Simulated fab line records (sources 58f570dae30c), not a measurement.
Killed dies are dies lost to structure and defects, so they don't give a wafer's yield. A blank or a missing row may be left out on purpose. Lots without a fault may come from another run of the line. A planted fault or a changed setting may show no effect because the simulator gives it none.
Code-filled problem report in 8D (eight disciplines) form -- flow berkeley cmos170 -- the parts of the form that need people (team, actions taken, sign-off) are left out

== 1. PROBLEM STATEMENT ==
Wafers without a fault read 49.998, standard deviation 0.018; beam energy keV at UCB170_NVT_IMPLANT_07 reads a mean of 55.554 on 6 wafers belonging to 2 lots. That is +99 or more standard deviations from the usual mean.
Seen first at day 10 11:38 on implanter-01, wafer L127.1. Wafers with a number at this step in the record: 42, from 14 lots. By rule, "out" or "out of limits" means more than 4 standard deviations away from the usual mean. All remaining wafers that have a number are taken as sound.

== 2. WHAT IT IS, WHAT IT ISN'T ==
question,is,is not
which readings at this step,beam energy keV,-
which lots,"L126, L127","L106, L108, L109, L110, L111, L112, L113, L116, L117, L119, L122, L124"
which wafers of those lots,all that have a number,-
read on which tools,implanter-01,"implanter-02, implanter-03"
when,from day 10 11:38,up to then (36 sound wafers)

== 3. THE SUSPECTS, EACH WITH WHAT RULES IT OUT ==
Counting: a tool at a process step up to the reading stays a suspect if it ran every lot that is out and no sound lot after the first of them.
- implanter-01 at UCB170_NVT_IMPLANT_07: kept. It ran every lot that is out, first L127 (day 10 11:38), and no sound lot after that; its last sound lot up to then is L116 (day 8 14:03). On those wafers its own readings are out: beam energy keV.
After counting, what remains is implanter-01 at UCB170_NVT_IMPLANT_07.

== 4. THE CAUSE (what the simulator had put in) ==
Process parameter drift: implanter-01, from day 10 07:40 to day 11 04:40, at UCB170_NVT_IMPLANT_07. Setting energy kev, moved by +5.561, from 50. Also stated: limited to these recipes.
After counting, this tool was the only one left.

== 5. THE CHAIN OF EFFECTS, in route order ==
One row per reading whose mean, taken over the struck wafers that have a number, lies over 3 standard deviations from the usual. Only readings whose record carries a usual standard deviation are examined. hours: median over the lots of the time between each lot's start at the first step of this table that gives one and its start at this step. sigmas: the change, counted in usual standard deviations.
hours,step,reading,usual,on struck wafers,change,sigmas
0,UCB170_NVT_IMPLANT_07,beam energy keV,49.998,55.554,+5.556,+99 or more
0,UCB170_NVT_TW_MEAS_09,NVT_TW,520,533,+13,+3.5
The process steps in it:
- UCB170_NVT_IMPLANT_07
Later steps that measure or inspect, where all struck wafers having a row at the step show a number for every such reading and not one has moved that far: UCB170_SILICIDE_RS_MEAS_02.

== 6. WHAT WOULD HAVE CAUGHT IT SOONER ==
In this record the first reading out of limits was taken at day 10 11:38, 4 hours after the fault began at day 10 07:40.
